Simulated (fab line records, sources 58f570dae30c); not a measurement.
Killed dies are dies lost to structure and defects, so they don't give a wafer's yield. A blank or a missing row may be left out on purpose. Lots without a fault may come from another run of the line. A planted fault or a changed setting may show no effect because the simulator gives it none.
Tool commonality check | flow berkeley_cmos170 | 14 lots, 42 wafers sampled

WHY IT WAS OPENED
At UCB170_PWELL_TW_MEAS_17 the reading PWELL_TW is flagged on 2 of 14 lots. Wafers without a fault read 377, standard deviation 3.5.
Rule: a lot is flagged when every wafer of it that has a number lies more than 4 standard deviations from that mean, or none has a number. The other lots count as sound.

lot  | measured    | on            | PWELL_TW, wafer by wafer | flag
L208 | day 3 19:38 | film_metro-02 | 378 379 377              |
L211 | day 4 05:32 | film_metro-04 | 375 375 376              |
L210 | day 4 05:49 | film_metro-04 | 377 375 378              |
L209 | day 4 06:04 | film_metro-02 | 379 379 380              |
L213 | day 4 19:02 | film_metro-01 | 371 372 370              |
L216 | day 5 07:10 | film_metro-01 | 374 375 374              |
L217 | day 5 15:02 | film_metro-01 | 373 374 373              |
L219 | day 5 20:16 | film_metro-01 | 371 372 372              |
L218 | day 5 20:31 | film_metro-04 | 379 378 378              |
L220 | day 6 04:28 | film_metro-01 | 373 371 369              |
L223 | day 7 07:03 | film_metro-02 | 402 402 403              | FLAGGED
L227 | day 7 14:35 | film_metro-04 | 406 407 406              | FLAGGED
L228 | day 8 04:22 | film_metro-04 | 378 377 378              |
L230 | day 8 16:22 | film_metro-04 | 380 377 378              |
The numbers of the flagged lots are 404 on average: +27 against the usual, or +8 standard deviations.

WHICH TOOL RAN EACH LOT
The record holds 1 process step before the reading, out of a route of 331 steps. In each cell: the tool, then ch and the chambers that the sampled wafers went through, then the start.
lot  | flag    | UCB170_PWELL_IMPLANT_15
L208 |         | implanter-01 ch 0, day 3 19:24
L211 |         | implanter-04 ch 0, day 4 05:19
L210 |         | implanter-03 ch 0, day 4 05:34
L209 |         | implanter-01 ch 0, day 4 05:49
L213 |         | implanter-01 ch 0, day 4 18:49
L216 |         | implanter-03 ch 0, day 5 06:56
L217 |         | implanter-01 ch 0, day 5 14:47
L219 |         | implanter-01 ch 0, day 5 20:01
L218 |         | implanter-03 ch 0, day 5 20:17
L220 |         | implanter-04 ch 0, day 6 04:13
L223 | FLAGGED | implanter-03 ch 0, day 7 06:49
L227 | FLAGGED | implanter-03 ch 0, day 7 14:21
L228 |         | implanter-01 ch 0, day 8 04:07
L230 |         | implanter-04 ch 0, day 8 16:07
What these steps do:
- UCB170_PWELL_IMPLANT_15
- UCB170_PWELL_TW_MEAS_17

FLAGGED OVER TOTAL, TOOL BY TOOL (the gauges that took the reading come last)
step                    | tool          | lots run | flagged | share of the flagged lots | sound lots run after its first flagged lot
UCB170_PWELL_IMPLANT_15 | implanter-01  | 6        | 0       | none                      | -
UCB170_PWELL_IMPLANT_15 | implanter-03  | 5        | 2       | all                       | 0
UCB170_PWELL_IMPLANT_15 | implanter-04  | 3        | 0       | none                      | -
UCB170_PWELL_TW_MEAS_17 | film_metro-01 | 5        | 0       | none                      | -
UCB170_PWELL_TW_MEAS_17 | film_metro-02 | 3        | 1       | some                      | 0
UCB170_PWELL_TW_MEAS_17 | film_metro-04 | 6        | 1       | some                      | 2 (L228,L230)

WHAT THE TABLE ALLOWS
1 row of the table ran every flagged lot: implanter-03 at UCB170_PWELL_IMPLANT_15.
- implanter-03 at UCB170_PWELL_IMPLANT_15: 2 of its 5 lots flagged. Its last sound lot is L218 (day 5 20:17), its first flagged lot L223 (day 7 06:49): a fault that began between those two fits. Its own readings lie more than 4 standard deviations out on every wafer of the flagged lots: beam_on_s, faraday_current_uA.
One tool is left: implanter-03 at UCB170_PWELL_IMPLANT_15.

WHAT THE SIMULATOR HAD PUT IN
Process parameter drift: implanter-03, from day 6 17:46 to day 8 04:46, at UCB170_PWELL_IMPLANT_15. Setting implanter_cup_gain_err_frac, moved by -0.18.
Lots struck among those shown: L223, L227. The rule above found the same.
